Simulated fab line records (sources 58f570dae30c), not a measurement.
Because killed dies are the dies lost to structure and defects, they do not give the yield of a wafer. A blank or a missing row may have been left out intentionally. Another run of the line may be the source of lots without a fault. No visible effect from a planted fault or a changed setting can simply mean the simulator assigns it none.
fab line records	flow berkeleyCmos170
record lots=5	wafers=23
route steps=331 shown SILICIDE@211 CONTACT@226 M1@238 V1@263 M2@276 M3@331
startH: hours from the record's first day to the start of the lot's first wafer shown	waitH: hours from the lot's prior step to this one	" as in the row above	L1.1+2: a row that stands for several wafers	- no value, or no start was given	* or withheld: withheld	< > ~ a bound
route shown NAME@n: NAME is a module with steps in the file, n the number in the route of the first one	usual: mean/standard deviation taken from wafers without a fault	same: alike in all rows	chamber/n: place in a boat	sites: per-site readings	_std_site: the standard deviation of these	_edge_site: outer sites' mean less inner sites'	radiusMm: for every site, how far away it sits from the centre of the wafer	mask NAME#n: copy n	behind: the tool/chamber that last shaped the wafer	hold: reason for holding the lot/hours on hold/outcome of the hold	device: which transistor (n, p or np) failed to switch	end of line: the same wafers' tests at the end of the route	step lacking rows: just its recipe	killed: dies lost to structure and defects at the first sort, not the wafer's yield	map: per-die view of a wafer (x killed, . not killed, _ where there is no die)
set.NAME: the run value of the setting; set.NAME@STEP: its run value at that earlier step	model.NAME: the simulator's own value behind a step, which no gauge read
lots where settings were altered on purpose, with a table for each step and a row for each wafer
## steps
# step UCB170_SILICIDE_SPUTTER_01
# recipe material=Ti	targetThkNm=30	timeS=25	powerW=1500	chamberPressurePa=0.5
lot.wafer	tool	chamber	startH	waitH	set.timeS	model.Ti_of_SILICIDE_SPUTTER_01.thkNm
L075.1	pvdSputter-03	-	130.73	0.0	26.88	32.24
L075.2	"	-	"	"	26.88	32.68
L075.3	"	-	"	"	26.88	32.43
L075.4	"	-	"	"	25	30.12
L075.5	"	-	"	"	25	30.25
L074.2	pvdSputter-02	-	130.90	0.0	25	30.09
L074.3	"	-	"	"	25	29.84
L074.4	"	-	"	"	22.79	27.05
L074.5	"	-	"	"	22.79	27.37
L074.6	"	-	"	"	22.79	27.38
L077.1	pvdSputter-03	-	137.85	0.0	25	30.33
L077.2	"	-	"	"	25	30.63
L077.3	"	-	"	"	26.34	31.77
L077.4	"	-	"	"	26.34	31.88
L077.6	"	-	"	"	26.34	31.84
L076.1	pvdSputter-04	-	138.32	0.0	25	29.87
L076.2	"	-	"	"	25	30.08
L076.3	"	-	"	"	21.98	25.93
L076.5	"	-	"	"	21.98	26.11
L076.6	"	-	"	"	21.98	26.28
L079.2	pvdSputter-02	-	147.69	0.0	25	29.56
L079.4	"	-	"	"	25	29.45
L079.6	"	-	"	"	25	29.99
# step UCB170_SILICIDE_RS_MEAS_02
# recipe thkMeasGauge=four-point-probe	reads=Ti_of_SILICIDE_SPUTTER_01
# usual SILICIDE_TI_RS=26.1/0.33
lot.wafer	tool	chamber	startH	waitH	set.timeS@SILICIDE_SPUTTER_01	SILICIDE_TI_RS[ohm/sq]
L075.1	filmMetro-01	-	130.76	0.0	26.88	24.0
L075.2	"	-	"	"	26.88	23.6
L075.3	"	-	"	"	26.88	23.8
L075.4	"	-	"	"	25	26.0
L075.5	"	-	"	"	25	25.8
L074.2	filmMetro-02	-	130.95	0.0	25	26.1
L074.3	"	-	"	"	25	26.3
L074.4	"	-	"	"	22.79	29.5
L074.5	"	-	"	"	22.79	29.1
L074.6	"	-	"	"	22.79	29.1
L077.1	filmMetro-02	-	137.88	0.0	25	25.8
L077.2	"	-	"	"	25	25.5
L077.3	"	-	"	"	26.34	24.5
L077.4	"	-	"	"	26.34	24.3
L077.6	"	-	"	"	26.34	24.4
L076.1	filmMetro-02	-	138.35	0.0	25	26.3
L076.2	"	-	"	"	25	26.1
L076.3	"	-	"	"	21.98	31.0
L076.5	"	-	"	"	21.98	30.8
L076.6	"	-	"	"	21.98	30.5
L079.2	filmMetro-03	-	147.74	0.0	25	26.6
L079.4	"	-	"	"	25	26.7
L079.6	"	-	"	"	25	26.1
# step UCB170_SILICIDE_THK_MEAS_03
# recipe thkMeasGauge=xrf	reads=Ti_of_SILICIDE_SPUTTER_01
# usual SILICIDE_TI_THK=30.1/0.35
lot.wafer	tool	chamber	startH	waitH	set.timeS@SILICIDE_SPUTTER_01	SILICIDE_TI_THK[nm]
L075.1	filmMetro-01	-	130.88	0.1	26.88	32.3
L075.2	"	-	"	"	26.88	32.9
L075.3	"	-	"	"	26.88	32.5
L075.4	"	-	"	"	25	30.1
L075.5	"	-	"	"	25	30.3
L074.2	filmMetro-02	-	131.06	0.1	25	30.1
L074.3	"	-	"	"	25	29.9
L074.4	"	-	"	"	22.79	26.9
L074.5	"	-	"	"	22.79	27.4
L074.6	"	-	"	"	22.79	27.5
L077.1	filmMetro-02	-	138.00	0.1	25	30.4
L077.2	"	-	"	"	25	30.7
L077.3	"	-	"	"	26.34	31.8
L077.4	"	-	"	"	26.34	32.0
L077.6	"	-	"	"	26.34	31.9
L076.1	filmMetro-02	-	138.47	0.1	25	29.9
L076.2	"	-	"	"	25	30.1
L076.3	"	-	"	"	21.98	25.9
L076.5	"	-	"	"	21.98	26.1
L076.6	"	-	"	"	21.98	26.4
L079.2	filmMetro-03	-	147.85	0.1	25	29.5
L079.4	"	-	"	"	25	29.4
L079.6	"	-	"	"	25	30.1
# step UCB170_CONTACT_COAT_10
# recipe resist=KrF	spinRpm=1500	resistThkNm=900
lot.wafer	tool	chamber	startH	waitH	set.resistThkNm	model.KrF_of_CONTACT_COAT_10.thkNm
L075.1	lithoTrack-02	0	-	-	885.2	882.7
L075.2	"	0	"	"	900	899.8
L075.3	"	0	"	"	885.2	883.1
L075.4	"	0	"	"	900	896.1
L075.5	"	0	"	"	900	896.3
L074.2	lithoTrack-04	0	-	-	900	905.2
L074.3	"	0	"	"	867.1	873.4
L074.4	"	0	"	"	867.1	872.8
L074.5	"	0	"	"	900	908.5
L074.6	"	0	"	"	867.1	869.5
L077.1	lithoTrack-03	0	-	-	900	901
L077.2	"	0	"	"	900	900.5
L077.3	"	0	"	"	900	902
L077.4	"	0	"	"	900	903.2
L077.6	"	0	"	"	900	904.8
L076.1	lithoTrack-03	0	-	-	900	901.6
L076.2	"	0	"	"	859.5	862.5
L076.3	"	0	"	"	859.5	857.8
L076.5	"	0	"	"	859.5	862.3
L076.6	"	0	"	"	900	900.4
L079.2	lithoTrack-03	0	-	-	900	900.7
L079.4	"	0	"	"	900	903
L079.6	"	0	"	"	900	900.9
# step UCB170_CONTACT_SOFTBAKE_11
# recipe resist=KrF	tempC=130	timeS=60
# step UCB170_CONTACT_EXPOSE_12
# recipe maskId=CONT	targetCdNm=700	na=0.5	sigmaOuter=0.6	sourceShape=conventional	doseMj=35
# step UCB170_CONTACT_ETCH_17
# recipe chemistry=N2/H2	targetDepthA=withheld	overetchA=withheld	target=BARC	timeS=withheld	sourceW=500	biasW=100	pressureMtorr=30	n2FlowSccm=100	h2FlowSccm=200
# step UCB170_CONTACT_ETCH_18
# recipe chemistry=CHF3/CF4/Ar	target=PSG	stopOn=TiSi2	CHF3_flow_sccm=45	cf4FlowSccm=15	Ar_flow_sccm=150	pressureMtorr=200	rfW=700	targetDepthA=8400	overEtchFrac=0.2	timeS=195
lot.wafer	tool	chamber	startH	waitH	set.resistThkNm@CONTACT_COAT_10	model.KrF_of_CONTACT_COAT_10.thkNm
L075.1	rieDiel-01	0	-	-	885.2	680.5
L075.2	"	2	"	"	900	696.9
L075.3	"	1	"	"	885.2	674.6
L075.4	"	1	"	"	900	688.5
L075.5	"	0	"	"	900	693.3
L074.2	rieDiel-04	3	-	-	900	696.8
L074.3	"	0	"	"	867.1	666.5
L074.4	"	2	"	"	867.1	662.7
L074.5	"	0	"	"	900	702.2
L074.6	"	3	"	"	867.1	659.3
L077.1	rieDiel-04	3	-	-	900	693.3
L077.2	"	0	"	"	900	693.4
L077.3	"	1	"	"	900	699.5
L077.4	"	2	"	"	900	693.8
L077.6	"	3	"	"	900	696.6
L076.1	rieDiel-04	3	-	-	900	691.9
L076.2	"	1	"	"	859.5	657.3
L076.3	"	2	"	"	859.5	648.7
L076.5	"	0	"	"	859.5	653.3
L076.6	"	3	"	"	900	690.3
L079.2	rieDiel-01	0	-	-	900	697
L079.4	"	0	"	"	900	699.6
L079.6	"	1	"	"	900	692.1
# step UCB170_M1_SPUTTER_00
# recipe material=Al	targetThkNm=600	timeS=80	powerW=6000	chamberPressurePa=0.5
lot.wafer	tool	chamber	startH	waitH	set.timeS	model.Al_of_M1_SPUTTER_00.thkNm
L075.1	pvdSputter-02	-	136.30	0.0	80	599.6
L075.2	"	-	"	"	80	599.2
L075.3	"	-	"	"	80	611.1
L075.4	"	-	"	"	80	596.1
L075.5	"	-	"	"	80	601.9
L074.2	pvdSputter-01	-	138.14	0.0	80	604.7
L074.3	"	-	"	"	80	607.3
L074.4	"	-	"	"	80	601.8
L074.5	"	-	"	"	80	606
L074.6	"	-	"	"	80	604.6
L077.1	pvdSputter-04	-	144.03	0.0	88.28	664.1
L077.2	"	-	"	"	80	597
L077.3	"	-	"	"	80	603.3
L077.4	"	-	"	"	80	605.5
L077.6	"	-	"	"	88.28	668.5
L076.1	pvdSputter-01	-	146.89	0.0	84.86	637.3
L076.2	"	-	"	"	84.86	640.8
L076.3	"	-	"	"	80	607.2
L076.5	"	-	"	"	80	603.5
L076.6	"	-	"	"	84.86	641.1
L079.2	pvdSputter-04	-	154.44	0.0	80	592.7
L079.4	"	-	"	"	80	601.7
L079.6	"	-	"	"	80	600.4
# step UCB170_M1_RS_MEAS_01
# recipe thkMeasGauge=four-point-probe	reads=Al_of_M1_SPUTTER_00
# usual M1_AL_RS=0.0484/0.00044
lot.wafer	tool	chamber	startH	waitH	set.timeS@M1_SPUTTER_00	M1_AL_RS[ohm/sq]
L075.1	filmMetro-04	-	136.36	0.0	80	0.0486
L075.2	"	-	"	"	80	0.0486
L075.3	"	-	"	"	80	0.0476
L075.4	"	-	"	"	80	0.0489
L075.5	"	-	"	"	80	0.0485
L074.2	filmMetro-04	-	138.22	0.1	80	0.0482
L074.3	"	-	"	"	80	0.0479
L074.4	"	-	"	"	80	0.0484
L074.5	"	-	"	"	80	0.0481
L074.6	"	-	"	"	80	0.0482
L077.1	filmMetro-01	-	144.09	0.0	88.28	0.0438
L077.2	"	-	"	"	80	0.0487
L077.3	"	-	"	"	80	0.0482
L077.4	"	-	"	"	80	0.0480
L077.6	"	-	"	"	88.28	0.0435
L076.1	filmMetro-03	-	146.95	0.0	84.86	0.0457
L076.2	"	-	"	"	84.86	0.0455
L076.3	"	-	"	"	80	0.0480
L076.5	"	-	"	"	80	0.0483
L076.6	"	-	"	"	84.86	0.0454
L079.2	filmMetro-03	-	154.52	0.1	80	0.0492
L079.4	"	-	"	"	80	0.0485
L079.6	"	-	"	"	80	0.0485
# step UCB170_M1_THK_MEAS_02
# recipe thkMeasGauge=xrf	reads=Al_of_M1_SPUTTER_00
# usual M1_AL_THK=612/6.2
lot.wafer	tool	chamber	startH	waitH	set.timeS@M1_SPUTTER_00	M1_AL_THK[nm]
L075.1	filmMetro-04	-	136.48	0.1	80	613
L075.2	"	-	"	"	80	610
L075.3	"	-	"	"	80	621
L075.4	"	-	"	"	80	605
L075.5	"	-	"	"	80	613
L074.2	filmMetro-04	-	138.33	0.1	80	614
L074.3	"	-	"	"	80	618
L074.4	"	-	"	"	80	608
L074.5	"	-	"	"	80	619
L074.6	"	-	"	"	80	613
L077.1	filmMetro-01	-	144.21	0.1	88.28	673
L077.2	"	-	"	"	80	608
L077.3	"	-	"	"	80	615
L077.4	"	-	"	"	80	619
L077.6	"	-	"	"	88.28	679
L076.1	filmMetro-03	-	147.07	0.1	84.86	646
L076.2	"	-	"	"	84.86	649
L076.3	"	-	"	"	80	617
L076.5	"	-	"	"	80	613
L076.6	"	-	"	"	84.86	650
L079.2	filmMetro-03	-	154.63	0.1	80	599
L079.4	"	-	"	"	80	610
L079.6	"	-	"	"	80	610
# step UCB170_V1_EXPOSE_09
# recipe maskId=VIA1	targetCdNm=700	na=0.5	sigmaOuter=0.6	sourceShape=conventional	doseMj=37
lot.wafer	tool	chamber	startH	waitH	mask	set.doseMj
L075.1+2+4	krfScanner-01	0	145.86	0.2	VIA1#0	35.05
L075.3+5	"	0	"	"	VIA1#0	37
L074.2+3+4+5+6	krfScanner-02	0	146.12	0.4	VIA1#0	37
L077.1+2+6	krfScanner-02	0	153.44	0.1	VIA1#0	38.09
L077.3+4	"	0	"	"	VIA1#0	37
L076.1+2+5	krfScanner-01	0	153.87	0.2	VIA1#0	38.64
L076.3+6	"	0	"	"	VIA1#0	37
L079.2+4+6	krfScanner-02	0	162.48	0.4	VIA1#0	37
# step UCB170_V1_DEVELOP_11
# recipe developer=TMAH	developTimeS=45	resist=KrF	devTempC=21
lot.wafer	tool	chamber	startH	waitH	set.devTempC
L075.1+4	lithoTrack-03	0	-	-	24.58
L075.2+3+5	"	0	"	"	21
L074.2+3+4	lithoTrack-04	0	-	-	21
L074.5+6	"	0	"	"	19.52
L077.1+2+3+4+6	lithoTrack-01	0	-	-	21
L076.1+5+6	lithoTrack-04	0	-	-	21
L076.2+3	"	0	"	"	23.64
L079.2+4+6	lithoTrack-03	0	-	-	21
# step UCB170_V1_CD_MEAS_12
# recipe targetCdNm=700
# usual cdNm=700.0/1.3
lot.wafer	tool	chamber	startH	waitH	set.doseMj@V1_EXPOSE_09	cdNm
L075.1	cdSem-01	-	146.94	-	35.05	690.6
L075.2	"	-	"	"	35.05	692.4
L075.3	"	-	"	"	37	700.2
L075.4	"	-	"	"	35.05	689.8
L075.5	"	-	"	"	37	701.2
L074.2	cdSem-01	-	147.32	-	37	701.6
L074.3	"	-	"	"	37	698.7
L074.4	"	-	"	"	37	700.6
L074.5	"	-	"	"	37	700.6
L074.6	"	-	"	"	37	698.9
L077.1	cdSem-02	-	153.99	-	38.09	706.4
L077.2	"	-	"	"	38.09	706.0
L077.3	"	-	"	"	37	700.1
L077.4	"	-	"	"	37	701.5
L077.6	"	-	"	"	38.09	705.1
L076.1	cdSem-01	-	154.53	-	38.64	708.5
L076.2	"	-	"	"	38.64	709.0
L076.3	"	-	"	"	37	700.6
L076.5	"	-	"	"	38.64	709.0
L076.6	"	-	"	"	37	700.8
L079.2	cdSem-02	-	163.34	-	37	701.0
L079.4	"	-	"	"	37	700.6
L079.6	"	-	"	"	37	700.1
# step UCB170_V1_ETCH_14
# recipe chemistry=CHF3/CF4/Ar	target=SiO2	stopOn=Al	CHF3_flow_sccm=45	cf4FlowSccm=15	Ar_flow_sccm=150	pressureMtorr=200	rfW=700	targetDepthA=12500	overEtchFrac=0.25	timeS=291
lot.wafer	tool	chamber	startH	waitH	set.doseMj@V1_EXPOSE_09	model.V1.cdNm
L075.1+4	rieDiel-04	3,2	147.10	0.0	35.05	689.5
L075.2	"	0	"	"	35.05	692.5
L075.3	"	1	"	"	37	701.4
L075.5	"	2	"	"	37	700.1
L074.2	rieDiel-03	0	147.46	0.0	37	700.5
L074.3	"	2	"	"	37	698.1
L074.4	"	1	"	"	37	701.1
L074.5	"	0	"	"	37	699.8
L074.6	"	1	"	"	37	699.1
L077.1	rieDiel-02	1	154.15	0.0	38.09	707.4
L077.2	"	2	"	"	38.09	706.5
L077.3	"	0	"	"	37	700.3
L077.4	"	3	"	"	37	701.6
L077.6	"	3	"	"	38.09	705.9
L076.1	rieDiel-03	3	154.69	0.0	38.64	707.8
L076.2	"	2	"	"	38.64	708.9
L076.3	"	0	"	"	37	699.6
L076.5	"	2	"	"	38.64	709.3
L076.6	"	3	"	"	37	700.1
L079.2	rieDiel-02	0	163.48	0.0	37	700.7
L079.4	"	2	"	"	37	700.6
L079.6	"	0	"	"	37	699.7
# step UCB170_V1_STRIP_15
# recipe chemistry=O2	powerW=400	pressureMtorr=3500	platenTempC=withheld	o2FlowSccm=400	overashFraction=0.5
# step UCB170_V1_CD_MEAS_90
# recipe targetCdNm=700
# usual cdNm=699.8/1.5
lot.wafer	tool	chamber	startH	waitH	set.doseMj@V1_EXPOSE_09	cdNm
L075.1	cdSem-02	-	147.58	0.3	35.05	689.6
L075.2	"	-	"	"	35.05	692.2
L075.3	"	-	"	"	37	701.1
L075.4	"	-	"	"	35.05	689.5
L075.5	"	-	"	"	37	700.4
L074.2	cdSem-01	-	147.75	0.1	37	700.6
L074.3	"	-	"	"	37	698.2
L074.4	"	-	"	"	37	701.1
L074.5	"	-	"	"	37	699.8
L074.6	"	-	"	"	37	699.3
L077.1	cdSem-02	-	154.43	0.1	38.09	707.4
L077.2	"	-	"	"	38.09	706.5
L077.3	"	-	"	"	37	700.4
L077.4	"	-	"	"	37	701.5
L077.6	"	-	"	"	38.09	705.7
L076.1	cdSem-01	-	154.97	0.1	38.64	707.8
L076.2	"	-	"	"	38.64	708.5
L076.3	"	-	"	"	37	699.6
L076.5	"	-	"	"	38.64	709.0
L076.6	"	-	"	"	37	700.2
L079.2	cdSem-01	-	163.81	0.1	37	700.5
L079.4	"	-	"	"	37	700.5
L079.6	"	-	"	"	37	699.8
# step UCB170_M2_COAT_05
# recipe resist=KrF	spinRpm=1500	resistThkNm=900
lot.wafer	tool	chamber	startH	waitH	set.resistThkNm	model.KrF_of_M2_COAT_05.thkNm
L075.1	lithoTrack-02	0	148.25	0.1	900	899.5
L075.2	"	0	"	"	857.3	858.7
L075.3	"	0	"	"	900	897.9
L075.4	"	0	"	"	857.3	856.9
L075.5	"	0	"	"	900	898.5
L074.2	lithoTrack-03	0	148.39	0.1	900	899.6
L074.3	"	0	"	"	939.4	938.9
L074.4	"	0	"	"	900	899.2
L074.5	"	0	"	"	939.4	940.3
L074.6	"	0	"	"	900	900.5
L077.1	lithoTrack-03	0	155.17	0.1	900	905.4
L077.2	"	0	"	"	864	868.6
L077.3	"	0	"	"	864	865.8
L077.4	"	0	"	"	900	904
L077.6	"	0	"	"	864	867.1
L076.1	lithoTrack-02	0	155.70	0.1	931.7	933
L076.2	"	0	"	"	931.7	932.2
L076.3	"	0	"	"	931.7	934.7
L076.5	"	0	"	"	900	900.1
L076.6	"	0	"	"	900	900
L079.2	lithoTrack-02	0	164.72	0.1	900	897.4
L079.4	"	0	"	"	900	897
L079.6	"	0	"	"	900	898.2
# step UCB170_M2_SOFTBAKE_06
# recipe resist=KrF	tempC=130	timeS=60
# step UCB170_M2_STRIP_07
# recipe chemistry=O2	powerW=400	pressureMtorr=3500	platenTempC=withheld	o2FlowSccm=400	overashFraction=0.5
# usual stripTimeToEndpointS=21.95/0.059
lot.wafer	tool	chamber	startH	waitH	set.resistThkNm@M2_COAT_05	stripTimeToEndpointS
L075.1	plasmaAsher-04	1	148.55	0.1	900	21.95
L075.2	"	0	"	"	857.3	20.99
L075.3	"	0	"	"	900	21.92
L075.4	"	1	"	"	857.3	20.94
L075.5	"	1	"	"	900	21.94
L074.2	plasmaAsher-03	0	148.67	0.1	900	21.96
L074.3	"	1	"	"	939.4	22.88
L074.4	"	0	"	"	900	21.94
L074.5	"	0	"	"	939.4	22.94
L074.6	"	1	"	"	900	21.98
L077.1	plasmaAsher-01	1	155.47	0.1	900	22.09
L077.2	"	0	"	"	864	21.23
L077.3	"	1	"	"	864	21.15
L077.4	"	0	"	"	900	22.07
L077.6	"	0	"	"	864	21.18
L076.1	plasmaAsher-01	0	156.00	0.1	931.7	22.76
L076.2	"	1	"	"	931.7	22.73
L076.3	"	1	"	"	931.7	22.79
L076.5	"	1	"	"	900	21.97
L076.6	"	0	"	"	900	21.97
L079.2	plasmaAsher-03	1	165.00	0.1	900	21.92
L079.4	"	0	"	"	900	21.88
L079.6	"	0	"	"	900	21.93
# step UCB170_M2_METAL_ETCH_18
# recipe chemistry=Cl2/BCl3	target=Al	stopOn=SiO2	pressureMtorr=12	targetDepthA=11700	overEtchFrac=0.3	timeS=195	icpW=600	biasW=120	Cl2_flow_sccm=90	bcl3FlowSccm=45
lot.wafer	tool	chamber	startH	waitH	set.timeS	model.KrF_of_M2_COAT_10.thkNm
L075.1	rieMetal-03	0	150.01	-	168.1	268.1
L075.2	"	1	"	"	168.1	327.5
L075.3	"	0	"	"	195	175.4
L075.4	"	1	"	"	195	236.6
L075.5	"	1	"	"	168.1	324.2
L074.2	rieMetal-04	0	150.35	-	195	222.5
L074.3	"	1	"	"	195	221.7
L074.4	"	0	"	"	195	221.9
L074.5	"	1	"	"	195	216.7
L074.6	"	0	"	"	195	224.2
L077.1	rieMetal-02	0	157.19	-	223.1	134.6
L077.2	"	1	"	"	223.1	107.7
L077.3	"	1	"	"	195	206.4
L077.4	"	0	"	"	223.1	135.5
L077.6	"	0	"	"	195	232
L076.1	rieMetal-04	0	157.81	-	195	220.4
L076.2	"	1	"	"	186	243
L076.3	"	1	"	"	186	238.6
L076.5	"	0	"	"	195	217.3
L076.6	"	1	"	"	186	248.2
L079.2	rieMetal-04	0	166.45	-	195	222.6
L079.4	"	1	"	"	195	214.7
L079.6	"	1	"	"	195	222.2
# step UCB170_M2_STRIP_19
# recipe chemistry=O2	powerW=400	pressureMtorr=3500	platenTempC=withheld	o2FlowSccm=400	overashFraction=0.5
# usual oesProductAu=0.550/0.017
lot.wafer	tool	chamber	startH	waitH	set.timeS@M2_METAL_ETCH_18	oesProductAu
L075.1	plasmaAsher-03	0	150.20	0.1	168.1	0.594
L075.2	"	1	"	"	168.1	0.662
L075.3	"	0	"	"	195	0.505
L075.4	"	1	"	"	195	0.571
L075.5	"	0	"	"	168.1	0.654
L074.2	plasmaAsher-04	1	150.54	0.1	195	0.556
L074.3	"	1	"	"	195	0.552
L074.4	"	0	"	"	195	0.549
L074.5	"	1	"	"	195	0.538
L074.6	"	0	"	"	195	0.548
L077.1	plasmaAsher-03	0	157.38	0.1	223.1	0.464
L077.2	"	1	"	"	223.1	0.433
L077.3	"	0	"	"	195	0.540
L077.4	"	1	"	"	223.1	0.458
L077.6	"	0	"	"	195	0.557
L076.1	plasmaAsher-03	0	158.00	0.1	195	0.550
L076.2	"	1	"	"	186	0.568
L076.3	"	0	"	"	186	0.563
L076.5	"	1	"	"	195	0.552
L076.6	"	0	"	"	186	0.579
L079.2	plasmaAsher-01	1	166.64	0.1	195	0.557
L079.4	"	0	"	"	195	0.546
L079.6	"	1	"	"	195	0.554
# step UCB170_M3_PROBE_99
lot.wafer	tool	chamber	startH	waitH	set.timeS@SILICIDE_SPUTTER_01	set.timeS@M2_METAL_ETCH_18	model.etest.npolyLine.lineOhmUm	model.etest.pldd.lineOhmUm	model.etest.ppolyLine.lineOhmUm	model.etest.ppolyLine.rsOhmSq
L075.1	prober-02	-	156.17	0.1	26.88	168.1	13.91	1800	13.96	4.53
L075.2	prober-02	-	156.22	0.1	26.88	168.1	13.79	1816	14	4.442
L075.3	prober-02	-	156.27	0.2	26.88	195	13.8	1842	13.92	4.515
L075.4	prober-02	-	156.32	0.2	25	195	14.57	1855	14.84	4.765
L075.5	prober-02	-	156.37	0.2	25	168.1	14.47	1805	14.93	4.769
L074.4	prober-02	-	157.15	0.2	22.79	195	16.02	1783	16.18	5.259
L074.5	prober-02	-	157.20	0.2	22.79	195	15.66	1788	16.15	5.185
L074.6	prober-02	-	157.25	0.2	22.79	195	15.83	1766	15.95	5.171
L077.1	prober-01	-	164.44	0.1	25	223.1	14.36	1781	14.7	4.701
L077.6	prober-01	-	164.69	0.2	26.34	195	13.8	1725	14.39	4.527
L076.2	prober-02	-	166.69	0.1	25	186	14.75	1823	14.9	4.826
L076.3	prober-02	-	166.74	0.2	21.98	186	16.52	1800	17.29	5.532
L079.2	prober-02	-	172.26	0.1	25	195	14.92	1777	15.12	4.861
L079.4	prober-02	-	172.36	0.2	25	195	14.91	1764	15.18	4.87
L079.6	prober-02	-	172.46	0.2	25	195	14.75	1783	14.82	4.771
# killed by level:class
L079.2 WELLDRIVE:geometricParticle:open=2 M2:geometricParticle:short=2 V1:geometricParticle:short=1 M3:geometricParticle:short=1
L079.4 GATE:geometricParticle:short=1 SPACER:geometricParticle:open=1 V2:geometricParticle:open=1 PWELL:areaEtch=1
L079.6 SPACER:geometricParticle:short=3 V1:geometricParticle:short=1
## key
split step=UCB170_SILICIDE_SPUTTER_01	setting=timeS	stated=25	by=wafer
response step=UCB170_SILICIDE_SPUTTER_01	reading=model.Ti_of_SILICIDE_SPUTTER_01.thkNm	change=+0.307	per=1%	r=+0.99
response step=UCB170_SILICIDE_RS_MEAS_02	reading=SILICIDE_TI_RS	change=-0.341	per=1%	r=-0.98
response step=UCB170_SILICIDE_THK_MEAS_03	reading=SILICIDE_TI_THK	change=+0.31	per=1%	r=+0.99
response step=UCB170_M3_PROBE_99	reading=model.etest.ppolyLine.lineOhmUm	change=-0.152	per=1%	r=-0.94
response step=UCB170_M3_PROBE_99	reading=model.etest.npolyLine.lineOhmUm	change=-0.119	per=1%	r=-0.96
response step=UCB170_M3_PROBE_99	reading=model.etest.ppolyLine.rsOhmSq	change=-0.0463	per=1%	r=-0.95
split step=UCB170_CONTACT_COAT_10	setting=resistThkNm	stated=900	by=wafer
response step=UCB170_CONTACT_COAT_10	reading=model.KrF_of_CONTACT_COAT_10.thkNm	change=+9.15	per=1%	r=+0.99
response step=UCB170_CONTACT_ETCH_18	reading=model.KrF_of_CONTACT_COAT_10.thkNm	change=+9.09	per=1%	r=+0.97
split step=UCB170_M1_SPUTTER_00	setting=timeS	stated=80	by=wafer
response step=UCB170_M1_SPUTTER_00	reading=model.Al_of_M1_SPUTTER_00.thkNm	change=+6.07	per=1%	r=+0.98
response step=UCB170_M1_RS_MEAS_01	reading=M1_AL_RS	change=-0.000446	per=1%	r=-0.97
response step=UCB170_M1_THK_MEAS_02	reading=M1_AL_THK	change=+5.89	per=1%	r=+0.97
split step=UCB170_V1_EXPOSE_09	setting=doseMj	stated=37	by=wafer
response step=UCB170_V1_CD_MEAS_12	reading=cdNm	change=+1.82	per=1%	r=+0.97
response step=UCB170_V1_ETCH_14	reading=model.V1.cdNm	change=+1.96	per=1%	r=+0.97
response step=UCB170_V1_CD_MEAS_90	reading=cdNm	change=+1.94	per=1%	r=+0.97
split step=UCB170_V1_DEVELOP_11	setting=devTempC	stated=21	by=wafer
response none clear
split step=UCB170_M2_COAT_05	setting=resistThkNm	stated=900	by=wafer
response step=UCB170_M2_COAT_05	reading=model.KrF_of_M2_COAT_05.thkNm	change=+9.07	per=1%	r=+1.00
response step=UCB170_M2_STRIP_07	reading=stripTimeToEndpointS	change=*	per=1%	r=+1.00
split step=UCB170_M2_METAL_ETCH_18	setting=timeS	stated=195	by=wafer
response step=UCB170_M2_METAL_ETCH_18	reading=model.KrF_of_M2_COAT_10.thkNm	change=-6.78	per=1%	r=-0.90
response step=UCB170_M2_STRIP_19	reading=oesProductAu	change=-0.00677	per=1%	r=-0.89
response step=UCB170_M3_PROBE_99	reading=model.etest.pldd.lineOhmUm	change=+3.3	per=1%	r=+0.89
